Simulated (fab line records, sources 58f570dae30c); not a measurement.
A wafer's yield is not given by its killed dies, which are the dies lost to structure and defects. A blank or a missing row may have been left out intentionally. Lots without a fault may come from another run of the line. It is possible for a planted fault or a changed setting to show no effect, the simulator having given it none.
The same fault as seen by 2 desks -- flow berkeley cmos170 -- every desk sees just its own numbers, and what lay behind them comes last

## THE METROLOGY DESK
What the gauges read, lot by lot, whatever tool the lot ran on: means of the sampled wafers that have a number. Any lot whose mean is over 4 standard deviations away from the usual mean is out of limits and marked OUT; that distance is given in the brackets.
Columns: A = NLDD_TW at UCB170_NLDD_TW_MEAS_11, usual 2223; B = NLDD_RS at UCB170_SDANNEAL_RS_MEAS_05, usual 615.5 ohm/sq
lot,first seen here,A,B
L651,day 6 05:00,2237,613.3
L653,day 6 11:57,2212,616.7
L652,day 6 12:37,2139 (-5.3) OUT,664.0 (+32) OUT
L655,day 6 16:31,2177,665.5 (+33) OUT
L654,day 6 16:49,2228,618.5
L657,day 7 08:28,2157 (-4.1) OUT,663.9 (+32) OUT
L659,day 8 06:30,2230,614.7
L665,day 9 08:25,2220,614.7
L667,day 10 06:56,2250,616.9
L668,day 10 07:10,2218,614.7
L671,day 10 19:34,2247,616.5
L670,day 10 20:23,2217,616.0
L672,day 11 01:19,2210,615.2
L673,day 11 01:34,2229,614.5
L674,day 12 01:14,2241,614.6
Per this desk, out of limits: L652, L655, L657; the first was L652, day 6 12:37 (NLDD_TW at UCB170_NLDD_TW_MEAS_11). In limits: L651, L653, L654, L659, L665, L667, L668, L671, L670, L672, L673, L674.

## DESK OF THE TOOL OWNER: implanter-03
The tool's own readings at UCB170_NLDD_IMPLANT_09, given as means over the sampled wafers that have a number, one for each lot that went through this tool. Any lot whose mean is over 4 standard deviations away from the usual mean is out of limits and marked OUT; that distance is given in the brackets.
Columns: A = dose ions cm2 at UCB170_NLDD_IMPLANT_09, usual 4.999e+13; B = faraday current uA at UCB170_NLDD_IMPLANT_09, usual 158
lot,first seen here,A,B
L651,day 6 04:47,5.006e+13,158
L653,day 6 11:43,5.002e+13,156
L652,day 6 12:23,3.901e+13 (-99 or more) OUT,125 (-10) OUT
L655,day 6 16:16,3.901e+13 (-99 or more) OUT,124 (-11) OUT
L657,day 7 08:14,3.897e+13 (-99 or more) OUT,125 (-10) OUT
L668,day 10 06:55,5.000e+13,162
L671,day 10 19:19,4.999e+13,159
L670,day 10 20:09,5.002e+13,158
L673,day 11 01:20,4.992e+13,159
L674,day 12 01:02,4.999e+13,157
This desk finds L652, L655, L657 out of limits, L652 being first, at day 6 12:23 (dose ions cm2 at UCB170_NLDD_IMPLANT_09). In limits: L651, L653, L668, L671, L670, L673, L674.

## PUT TOGETHER
The tool owner's desk had the chance to raise an alarm at day 6 12:23 on L652, L655, L657.
The metrology desk could have raised an alarm at day 6 12:37, on L652, L655, L657.
The lots listed all ran UCB170_NLDD_IMPLANT_09 on implanter-03.

## WHAT HAD BEEN PUT IN BY THE SIMULATOR
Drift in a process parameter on implanter-03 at UCB170_NLDD_IMPLANT_09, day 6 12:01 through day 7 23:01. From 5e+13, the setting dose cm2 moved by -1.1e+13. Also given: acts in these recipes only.
Shown lots that were struck: L652, L655, L657.
Delay (hours) between the fault's onset and each desk's first out-of-limits reading: 0 at the tool owner's desk, 1 at the metrology desk.
